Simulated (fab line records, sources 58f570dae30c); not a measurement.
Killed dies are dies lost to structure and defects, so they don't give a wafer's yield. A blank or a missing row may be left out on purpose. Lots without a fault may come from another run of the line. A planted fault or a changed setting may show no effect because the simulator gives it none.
Which tool did it? | flow berkeley_cmos170 | 15 lots, 45 wafers sampled, at 2 steps of a route of 331

WHAT THE GAUGES READ, wafer by wafer
UCB170_START_THK_MEAS_03.
lot  | measured    | on            | START_OXIDE_THK (nm)
L152 | day 1 14:23 | film_metro-04 | 20.6 20.4 20.2
L153 | day 1 18:44 | film_metro-01 | 19.9 20.0 19.9
L154 | day 2 00:38 | film_metro-01 | 20.1 20.3 19.9
L155 | day 2 05:47 | film_metro-04 | 20.1 20.1 20.3
L156 | day 2 10:23 | film_metro-02 | 19.6 19.5 19.4
L157 | day 2 17:35 | film_metro-02 | 21.1 20.7 20.9
L158 | day 2 22:31 | film_metro-01 | 19.8 20.3 19.7
L160 | day 3 05:49 | film_metro-01 | 20.4 20.5 20.0
L161 | day 3 12:29 | film_metro-02 | 20.4 20.0 19.7
L162 | day 3 16:49 | film_metro-01 | 20.8 20.8 20.7
L164 | day 4 03:20 | film_metro-01 | 29.6 30.3 29.9
L165 | day 4 09:50 | film_metro-02 | 31.3 30.7 30.4
L166 | day 4 11:41 | film_metro-01 | 20.1 20.0 20.3
L169 | day 5 13:52 | film_metro-01 | 31.1 31.2 31.2
L175 | day 6 09:47 | film_metro-02 | 19.6 20.0 20.0

WHICH TOOL RAN EACH LOT (tool, then ch and the chambers of the sampled wafers, then the start)
lot  | UCB170_START_OXIDATION_02
L152 | furnace-01 ch 0, day 1 12:53
L153 | furnace-02 ch 0, day 1 17:14
L154 | furnace-01 ch 0, day 1 23:08
L155 | furnace-02 ch 0, day 2 04:17
L156 | furnace-03 ch 0, day 2 08:53
L157 | furnace-01 ch 0, day 2 16:05
L158 | furnace-02 ch 0, day 2 20:59
L160 | furnace-01 ch 0, day 3 04:19
L161 | furnace-02 ch 0, day 3 10:59
L162 | furnace-01 ch 0, day 3 15:19
L164 | furnace-03 ch 0, day 3 23:43 and furnace-02 ch 0, day 4 01:50
L165 | furnace-01 ch 0, day 4 05:46 and furnace-03 ch 0, day 4 08:19
L166 | furnace-01 ch 0, day 4 10:10
L169 | furnace-03 ch 0, day 5 06:52
L175 | furnace-01 ch 0, day 6 08:16
- UCB170_START_OXIDATION_02: target thk 20 nm, ox time 1800 s.

WHAT THE TOOLS THEMSELVES READ (means of the sampled wafers that have a number; where no wafer has one, the mark that the record gives instead)
The record holds no such reading with a usual standard deviation.

THE ANSWER, worked out from the rows above alone
Rule: what is usual is taken from the lots themselves. Put in order of their means at a reading, lots are off if they are a third of the lots or fewer, leave a main group of 4 or more, and stand apart from it by a gap of 3 or more times the standard deviation of the main group's means; of several such gaps the widest counts. A main group whose means are all the same, to the digits that the tables above print for the reading, isn't used. A lot without any number at a reading at which 4 lots or more have one is off too. The other lots that the step has rows for count as sound. The gauges are gone through in route order, then the tools' own readings, and for those a lot's mean is taken as printed above. The first step at which some lot is off is used, and at that step the reading that is off furthest; a lot without a number counts as furthest.
Off: L164, L165, L169, at UCB170_START_THK_MEAS_03 (START_OXIDE_THK). The main group: mean 20.2 nm, standard deviation 0.37.
A tool fits if, at a process step before that reading, it ran every lot that is off, and no sound lot after the first of them. The gauges at UCB170_START_THK_MEAS_03 are tried like those tools. One fits: furnace-03 at UCB170_START_OXIDATION_02. Its last sound lot is L156 (day 2 08:53), its first lot that is off L164 (day 3 23:43): a fault that began between those two fits.

WHAT THE SIMULATOR HAD PUT IN
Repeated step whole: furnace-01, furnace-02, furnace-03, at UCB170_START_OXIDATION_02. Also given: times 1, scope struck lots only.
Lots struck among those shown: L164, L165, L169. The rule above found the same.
